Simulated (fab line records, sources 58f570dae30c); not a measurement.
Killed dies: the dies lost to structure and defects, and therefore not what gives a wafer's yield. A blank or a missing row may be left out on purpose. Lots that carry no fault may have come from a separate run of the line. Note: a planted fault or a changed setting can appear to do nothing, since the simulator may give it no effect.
Split-lot experiment ; flow berkeley cmos170 ; 5 lots, 23 wafers read, on a route of 331 steps

ABOUT THE SPLIT
At UCB170_M3_METAL_ETCH_18 (etches Al in Cl2/BCl3, stops on SiO2, target depth 1170 nm, time 195 s), the setting over etch frac was moved away from the recipe's 0.3 on 9 of the 23 wafers read, by -21.0% to +29.8%. All remaining wafers had this setting at the recipe value.

The file shows no step between the split and the reading.

THE READING
oes product au, in a.u., at UCB170_M3_STRIP_19 (strips in O2). A value of 0.551 a.u. with a standard deviation of 0.01 a.u. is what fault-free wafers of this fab line usually give.

wafer;tool, chamber at the split;over etch frac as run;against the recipe;oes product au, a.u.;against lot-mates on the recipe
L076.1;rie metal-01, 0;0.3;recipe;0.557;-
L076.2;rie metal-01, 1;0.3;recipe;0.550;-
L076.3;rie metal-01, 1;0.2401;-20.0%;0.583;+0.030
L076.4;rie metal-01, 0;0.2401;-20.0%;0.596;+0.043
L076.5;rie metal-01, 1;0.3;recipe;0.552;-
L075.2;rie metal-03, 1;0.3;recipe;0.569;-
L075.3;rie metal-03, 1;0.3893;+29.8%;0.515;-0.044
L075.4;rie metal-03, 0;0.3893;+29.8%;0.506;-0.053
L075.5;rie metal-03, 1;0.3;recipe;0.564;-
L075.6;rie metal-03, 0;0.3;recipe;0.544;-
L079.1;rie metal-02, 0;0.2371;-21.0%;0.565;+0.027
L079.3;rie metal-02, 1;0.2371;-21.0%;0.568;+0.030
L079.4;rie metal-02, 0;0.2371;-21.0%;0.569;+0.031
L079.5;rie metal-02, 0;0.3;recipe;0.533;-
L079.6;rie metal-02, 1;0.3;recipe;0.543;-
L082.1;rie metal-02, 1;0.3;recipe;0.560;-
L082.3;rie metal-02, 1;0.3;recipe;0.550;-
L082.4;rie metal-02, 0;0.3;recipe;0.552;-
L082.5;rie metal-02, 0;0.3272;+9.1%;0.538;-0.016
L082.6;rie metal-02, 1;0.3272;+9.1%;0.537;-0.017
L084.2;rie metal-01, 0;0.3;recipe;0.573;-
L084.5;rie metal-01, 0;0.3;recipe;0.564;-
L084.6;rie metal-01, 1;0.3;recipe;0.545;-

THE FIT
A straight line over all 23 wafers: oes product au changes by -0.00128 a.u. for each +1% of over etch frac; r = -0.85; the points scatter about the line by 0.011 a.u.
The same after taking each lot's own level away (the mean of its wafers on the recipe; 23 wafers): -0.0016 a.u. for each +1%; r = -0.95; scatter 0.0073 a.u.
According to that fit, moving over etch frac by its largest amount changes the reading by 0.048 a.u.
From 0.5380 to 0.5607 a.u.: that is the span of the lots' own levels, equal to 2.3 times the standard deviation above.
In other words, the slope is changed by the lot-to-lot level; the two fits disagree.
Check: -0.0498 a.u. against its lot-mates is what the line predicts for one of the wafers moved furthest among these (+29.8%) when that wafer is left out of the fit. It came out at -0.044 a.u. against them.

THE WHOLE CHAIN: every reading that the file lists as answering this split, in the file's order
step;what it does;reading;change (the file's fit);r (the file's)
UCB170_M3_METAL_ETCH_18;etches Al in Cl2/BCl3, stops on SiO2, target depth 1170 nm, time 195 s;KrF_of_M3_COAT_10.thk nm (the simulator's own value, which no gauge read);-1.58 nm for each +1% of the setting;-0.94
UCB170_M3_METAL_ETCH_18;etches Al in Cl2/BCl3, stops on SiO2, target depth 1170 nm, time 195 s;SiO2_of_V2_CVD_00.thk nm (the simulator's own value, which no gauge read);-0.169 nm for each +1% of the setting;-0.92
UCB170_M3_STRIP_19;strips in O2;oes product au;-0.00162 a.u. for each +1% of the setting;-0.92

FILE'S OWN FIT
oes product au changes by -0.00162 a.u. for each +1% of over etch frac, r = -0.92.
